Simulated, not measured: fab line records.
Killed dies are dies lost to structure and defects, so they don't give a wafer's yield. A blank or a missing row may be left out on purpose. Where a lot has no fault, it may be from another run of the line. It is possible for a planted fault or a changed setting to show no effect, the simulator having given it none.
The same fault as seen by 2 desks | flow berkeley-cmos170 | every desk sees just its own numbers, and what lay behind them comes last

## FROM THE METROLOGY DESK
Means of the sampled wafers that have a number, per lot and without regard to the tool the lot ran on: this is what the gauges read. Marked OUT: a lot whose mean sits more than 4 standard deviations from the usual mean, which makes it out of limits; the brackets give that distance.
Columns: A = INCOMING_BOW at UCB170_START_BOW_MEAS_00, usual 0 um; B = PLDD_OVL at UCB170_PLDD_OVL_MEAS_07, usual -5 nm
lot  | first seen here | A  | B
L385 | day 1 10:01     | -1 | -5
L387 | day 1 20:00     | 1  | -7
L388 | day 2 01:00     | 1  | 1
L389 | day 2 06:02     | 1  | -14
L391 | day 2 16:00     | 1  | -2
L392 | day 2 21:04     | 0  | -7
L394 | day 3 07:07     | -0 | 0
L395 | day 3 12:00     | 4  | -14
L396 | day 3 17:00     | -5 | -5
L397 | day 3 22:04     | -2 | -8
L398 | day 4 03:00     | -0 | -7
L403 | day 5 04:01     | -2 | -2
L405 | day 5 14:00     | 0  | -7
L407 | day 6 00:01     | -3 | 1
Finding of this desk: none of the 14 lots has anything out of limits.

## FOR THE TOOL OWNER'S DESK: rie-diel-01
The tool's own readings at UCB170_NWELL_ETCH_13 (etches Si3N4 in CH3F/Ar/O2, stops on SiO2, target depth 246.4 nm, time 154 s): means of the sampled wafers that have a number, for each lot that ran on this tool. Marked OUT: a lot whose mean sits more than 4 standard deviations from the usual mean, which makes it out of limits; the brackets give that distance.
Columns: A = O2_flow_sccm at UCB170_NWELL_ETCH_13, usual 6.999 sccm; B = drypump-motor-current-A at UCB170_NWELL_ETCH_13, usual 5.6 A; C = oes-product-au at UCB170_NWELL_ETCH_13, usual 0.943 a.u.; D = run-length-s at UCB170_NWELL_ETCH_13, usual 182.3 s; E = throttle-valve-pct at UCB170_NWELL_ETCH_13, usual 8.05 %
lot  | first seen here | A     | B   | C     | D               | E
L385 | day 2 08:03     | 7.002 | 5.5 | 0.964 | 182.5           | 8.02
L387 | day 2 22:24     | 6.995 | 5.3 | 0.942 | 182.4           | 8.06
L389 | day 3 13:21     | 6.998 | 5.3 | 0.953 | 182.5           | 8.06
L405 | day 6 16:40     | 7.006 | 5.3 | 0.973 | 144.5 (-88) OUT | 8.15
L407 | day 7 09:38     | 6.995 | 6.2 | 0.942 | 163.3 (-44) OUT | 7.95
This desk's verdict: out of limits on L405, L407, starting with L405 at day 6 16:40 (run-length-s at UCB170_NWELL_ETCH_13). In limits: L385, L387, L389.

## PUT TOGETHER
At day 6 16:40, on L405, L407, the tool owner's desk was in a position to raise an alarm.
Metrology desk: nothing out of limits seen.
The metrology desk holds a record of L405, L407, inside its limits.
Every lot named ran UCB170_NWELL_ETCH_13 on rie-diel-01.

## WHAT THE SIMULATOR PUT IN
rie-diel-01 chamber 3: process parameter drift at UCB170_NWELL_ETCH_13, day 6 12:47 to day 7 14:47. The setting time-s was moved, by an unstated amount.
Lots struck among those shown: L405, L407.
Delay in hours, fault start to first out-of-limits reading, by desk: the tool owner's desk at 4.
